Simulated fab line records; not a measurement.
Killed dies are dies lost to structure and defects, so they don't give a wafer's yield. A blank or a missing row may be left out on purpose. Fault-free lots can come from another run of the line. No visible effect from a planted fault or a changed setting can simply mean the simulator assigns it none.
fab line records -- flow berkeley-cmos170
record: lots: 6, wafers: 18, last-day: 13
route steps=331 shown START@1 ZERO@6
lots with no fault: from the same line, run without faults
start-h: start of the lot's first displayed wafer, in hours after the record's first day -- wait-h: hours since the lot's step before -- " the same as in the row above -- L1.1+2: several wafers, shown together as one row -- - either no value or no given start -- * or withheld: withheld -- < > ~ a bound
route shown NAME@n: names a module that has steps shown in the file, with the first one's number in the route -- usual: mean/standard deviation taken from wafers without a fault -- same: alike in all rows -- chamber/n: place in a boat -- sites: each site's reading -- _std_site: the standard deviation of these -- _edge_site: inner sites' mean taken away from outer sites' mean -- radius-mm: how far each site lies from the wafer's centre -- mask NAME#n: copy n -- behind: the tool/chamber that last shaped the wafer -- hold: reason for holding the lot/hours on hold/outcome of the hold -- device: whichever transistor did not switch (one of n, p or np) -- end of line: the same wafers' tests at the end of the route -- where a step has no rows: the recipe by itself -- killed: dies lost to structure and defects at the first sort, not the wafer's yield -- map: a wafer's dies, marking killed ones x, the rest . and places with no die _
set.NAME: the run value of the setting; set.NAME@STEP: its run value at that earlier step -- model.NAME: the simulator's own value behind a step, which no gauge read
certain route steps with their lots: each step a table, each wafer a row
services: from which hour (start-h, from the record's first day; less than 0 if before it) a tool's chamber was out of use, for how many hours, and why
== steps ==
step: UCB170_START_BOW_MEAS_00
recipe: mode: bow
usual: INCOMING_BOW: -1/6.7
lot.wafer,tool,chamber,start-h,wait-h,INCOMING_BOW[um]
L873.1,film-metro-02,-,60.00,-,-4
L873.2,film-metro-02,-,60.00,-,-10
L873.6,film-metro-02,-,60.00,-,2
L874.2,film-metro-02,-,65.02,-,1
L874.4,film-metro-02,-,65.02,-,16
L874.5,film-metro-02,-,65.02,-,-5
L879.1,film-metro-02,-,90.00,-,0
L879.5,film-metro-02,-,90.00,-,0
L879.6,film-metro-02,-,90.00,-,-2
L880.2,film-metro-04,-,95.02,-,-7
L880.3,film-metro-04,-,95.02,-,9
L880.5,film-metro-04,-,95.02,-,-1
L882.1,film-metro-03,-,105.00,-,-1
L882.3,film-metro-03,-,105.00,-,-5
L882.5,film-metro-03,-,105.00,-,2
L886.1,film-metro-04,-,125.00,-,-9
L886.2,film-metro-04,-,125.00,-,5
L886.3,film-metro-04,-,125.00,-,-1
step: UCB170_START_CLEAN_01
recipe: chemistry: dHF, dilution: 25:1, time-s: 60
step: UCB170_START_OXIDATION_02
recipe: temp-c: 950, ambient: O2, target-thk-a: 200, ox-time-s: 1800
step: UCB170_START_THK_MEAS_03
recipe: reads: SiO2_of_START_OXIDATION_02
usual: START_OXIDE_THK: 20.2/0.33
lot.wafer,tool,chamber,start-h,wait-h,START_OXIDE_THK[nm]
L873.1,film-metro-04,-,63.80,0.0,20.3
L873.2,film-metro-04,-,63.80,0.0,20.6
L873.6,film-metro-04,-,63.80,0.0,20.2
L874.2,film-metro-03,-,70.49,0.0,20.3
L874.4,film-metro-03,-,70.49,0.0,20.6
L874.5,film-metro-03,-,70.49,0.0,20.5
L879.1,film-metro-03,-,94.55,0.0,20.3
L879.5,film-metro-03,-,94.55,0.0,20.5
L879.6,film-metro-03,-,94.55,0.0,20.4
L880.2,film-metro-03,-,99.68,0.0,20.4
L880.3,film-metro-03,-,99.68,0.0,20.4
L880.5,film-metro-03,-,99.68,0.0,20.3
L882.1,film-metro-02,-,109.24,0.0,20.6
L882.3,film-metro-02,-,109.24,0.0,21.0
L882.5,film-metro-02,-,109.24,0.0,21.1
L886.1,film-metro-02,-,128.42,0.0,20.3
L886.2,film-metro-02,-,128.42,0.0,20.5
L886.3,film-metro-02,-,128.42,0.0,20.2
step: UCB170_START_ANNEAL_04
recipe: temp-c: 950, time-s: 1200, ambient: N2
step: UCB170_ZERO_HMDS_00
recipe: prime-time-s: 60, prime-temp-c: 100
step: UCB170_ZERO_COAT_01
recipe: resist: KrF, spin-rpm: 1500, resist-thk-nm: 900
step: UCB170_ZERO_SOFTBAKE_02
recipe: resist: KrF, temp-c: 130, time-s: 60
step: UCB170_ZERO_EXPOSE_03
recipe: mask-id: PM_MARKS, na: 0.5, sigma-outer: 0.6, source-shape: conventional, target-cd-nm: 4000, dose-mj: 30
step: UCB170_ZERO_PEB_04
recipe: peb-temp-c: 130, peb-time-s: withheld, resist: KrF
step: UCB170_ZERO_DEVELOP_05
recipe: developer: TMAH, develop-time-s: 45, resist: KrF, dev-temp-c: 21
usual: chill-plate-temp-C: 23.00/0.099, develop-time-s: 45/0, developer-temp-C: 21.00/0.11
lot.wafer,tool,chamber,start-h,wait-h,chill-plate-temp-C,develop-time-s,developer-temp-C,model.KrF_of_ZERO_COAT_01.thk-nm
L873.1,litho-track-03,-,68,-,-,-,-,901.5
L873.2,litho-track-03,-,68,-,-,-,-,902.2
L873.6,litho-track-03,-,68,-,-,-,-,903.4
L874.2,litho-track-02,-,75,-,-,-,-,898.3
L874.4,litho-track-02,-,75,-,-,-,-,898.7
L874.5,litho-track-02,-,75,-,-,-,-,898.2
L879.1,litho-track-02,0,100,-,22.83,45,21.09,887.3
L879.5,litho-track-02,0,100,-,22.92,45,20.99,885.9
L879.6,litho-track-02,0,100,-,23.05,45,21.19,887.7
L880.2,litho-track-03,0,103,-,23.05,45,21.06,886.6
L880.3,litho-track-03,0,103,-,23.05,45,20.91,884.3
L880.5,litho-track-03,0,103,-,23.10,45,21.11,885.4
L882.1,litho-track-03,0,114,-,23.14,45,21.01,893.9
L882.3,litho-track-03,0,114,-,23.15,45,21.10,891.3
L882.5,litho-track-03,0,114,-,23.00,45,20.95,889.9
L886.1,litho-track-04,0,132,-,22.95,45,20.93,883.9
L886.2,litho-track-04,0,132,-,23.09,45,20.81,884.3
L886.3,litho-track-04,0,132,-,22.97,45,20.90,884.2
step: UCB170_ZERO_ETCH_06
recipe: chemistry: CHF3/CF4/Ar, target: SiO2, time-s: 12, pressure-mtorr: 100, rf-w: 500, CHF3_flow_sccm: 50, cf4-flow-sccm: 10, Ar_flow_sccm: 120, over-etch-frac: 1.58
usual: cf4-flow-sccm: 10.00/0.032, drypump-motor-current-A: 5.8/0.57, mfc-ar-sccm: 120.1/0.41, oes-product-au: 0.612/0.0087, throttle-valve-pct: 9.13/0.095
same: over-etch-frac: 1.58
lot.wafer,tool,chamber,start-h,wait-h,cf4-flow-sccm,drypump-motor-current-A,mfc-ar-sccm,oes-product-au,rf-hours-counter-h,throttle-valve-pct
L873.1,rie-diel-03,1,68.58,-,10.07,5.2,119.9,0.371,86,9.09
L873.2,rie-diel-03,2,68.58,-,9.99,6.3,120.6,0.377,15,9.04
L873.6,rie-diel-03,1,68.58,-,10.04,5.1,120.4,0.377,-,9.09
L874.2,rie-diel-04,2,75.86,-,10.03,6.2,120.4,0.376,101,9.01
L874.4,rie-diel-04,0,75.86,-,9.97,6.1,120.5,0.371,35,9.22
L874.5,rie-diel-04,3,75.86,-,10.01,5.6,120.1,0.367,-,9.31
L879.1,rie-diel-02,1,100.36,-,10.03,6.6,119.9,0.622,9,9.05
L879.5,rie-diel-02,2,100.36,-,9.97,5.4,120.0,0.605,-,9.32
L879.6,rie-diel-02,3,100.36,-,10.02,5.7,121.0,0.600,-,9.12
L880.2,rie-diel-02,2,103.71,-,10.02,5.4,119.6,0.601,49,9.32
L880.3,rie-diel-02,0,103.71,-,9.98,6.5,119.7,0.617,8,9.11
L880.5,rie-diel-02,1,103.71,-,10.03,6.6,120.3,0.613,-,9.05
L882.1,rie-diel-04,2,114.51,-,9.99,6.2,120.1,0.628,103,9.02
L882.3,rie-diel-04,0,114.51,-,10.01,6.0,119.3,0.625,37,9.25
L882.5,rie-diel-04,1,114.51,-,9.97,6.4,119.9,0.622,-,9.04
L886.1,rie-diel-03,2,133.00,-,9.97,6.2,120.5,0.605,18,9.06
L886.2,rie-diel-03,0,133.00,-,10.00,5.2,119.8,0.604,139,9.09
L886.3,rie-diel-03,3,133.00,-,9.99,5.0,119.8,0.607,23,9.14
step: UCB170_ZERO_STRIP_07
recipe: chemistry: O2, power-w: 400, pressure-mtorr: 3500, platen-temp-c: withheld, o2-flow-sccm: 400, overash-fraction: 0.5
usual: drypump-motor-current-A: 5.6/0.54, oes-product-au: 0.727/0.0044, strip-time-to-endpoint-s: 21.47/0.082
lot.wafer,tool,chamber,start-h,wait-h,drypump-motor-current-A,oes-product-au,rf-hours-counter-h,strip-time-to-endpoint-s
L873.1,plasma-asher-03,1,68.60,0.0,5.6,0.725,37,21.86
L873.2,plasma-asher-03,0,68.60,0.0,6.1,0.726,37,21.87
L873.6,plasma-asher-03,1,68.60,0.0,5.6,0.731,-,21.90
L874.2,plasma-asher-01,0,75.89,0.0,5.1,0.723,27,21.79
L874.4,plasma-asher-01,1,75.89,0.0,4.9,0.723,-,21.79
L874.5,plasma-asher-01,0,75.89,0.0,5.1,0.726,-,21.79
L879.1,plasma-asher-03,1,100.39,0.0,5.7,0.729,41,21.51
L879.5,plasma-asher-03,0,100.39,0.0,6.1,0.728,-,21.46
L879.6,plasma-asher-03,1,100.39,0.0,5.7,0.730,-,21.52
L880.2,plasma-asher-01,1,103.73,0.0,4.8,0.723,30,21.49
L880.3,plasma-asher-01,1,103.73,0.0,4.9,0.723,-,21.45
L880.5,plasma-asher-01,0,103.73,0.0,5.1,0.729,-,21.46
L882.1,plasma-asher-04,0,114.53,0.0,5.0,0.730,41,21.70
L882.3,plasma-asher-04,1,114.53,0.0,6.3,0.729,-,21.62
L882.5,plasma-asher-04,0,114.53,0.0,5.0,0.716,-,21.57
L886.1,plasma-asher-03,0,133.03,0.0,6.1,0.730,1,21.43
L886.2,plasma-asher-03,1,133.03,0.0,5.7,0.723,1,21.44
L886.3,plasma-asher-03,1,133.03,0.0,5.7,0.735,-,21.42
== services ==
tool,chamber,start-h,hours,kind
plasma-asher-01,-,52.96,14.6,pm
rie-diel-04,2,67.00,2.4,repair
rie-diel-04,-,72.50,2.8,pm
plasma-asher-03,-,74.35,2.2,repair
rie-diel-03,-,77.46,0.2,repair
rie-diel-03,2,88.86,8.4,repair
litho-track-02,-,105.43,-,consumable-replace:filter
plasma-asher-03,-,108.83,9.0,pm
plasma-asher-03,0,108.83,9.0,vent-cycle
plasma-asher-03,1,108.83,9.0,vent-cycle
rie-diel-02,-,109.35,15.6,pm
plasma-asher-03,0,117.83,-,clean
plasma-asher-03,1,117.83,-,clean
rie-diel-04,-,127.01,4.9,repair
== key ==
first-sign: step: UCB170_ZERO_DEVELOP_05, reading: tool-record, direction: missing
effect: step: UCB170_ZERO_ETCH_06, reading: oes-product-au, direction: down, sigmas: 27, usual: 0.612, struck: 0.373
effect: step: UCB170_ZERO_STRIP_07, reading: strip-time-to-endpoint-s, direction: up, sigmas: 4.4, usual: *, struck: *
model-effect: step: UCB170_ZERO_DEVELOP_05, value: KrF_of_ZERO_COAT_01.thk-nm, without: 886.2, struck: 900.4
met-at UCB170_ZERO_DEVELOP_05
struck-wafers L873.1,L873.2,L873.6,L874.2,L874.4,L874.5
later-rows-left-out L873.1,L873.2,L873.6,L874.2,L874.4,L874.5
sort-left-out L873.1,L873.2,L873.6,L874.2,L874.4,L874.5
tester-left-out L873,L874
fault: kind: skipped-step-whole, tool: litho-track-02,litho-track-03, chamber: -, onset-h: 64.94, steps: UCB170_ZERO_DEVELOP_05, scope: struck-lots-only
tester-left-out: of these lots the tester's yield and bins aren't shown, on N5 and GAA mostly nor the transistor test; their killed dies are dies lost to structure and defects alone, not to doping, threshold or leakage, so they don't give the yield
sort-left-out: the simulated sort isn't trusted on such a fault, so these wafers' sort isn't shown, and their yield isn't known
later-rows-left-out: the simulator's readings of these wafers behind a module that went badly wrong aren't trusted and aren't shown, but for the sort
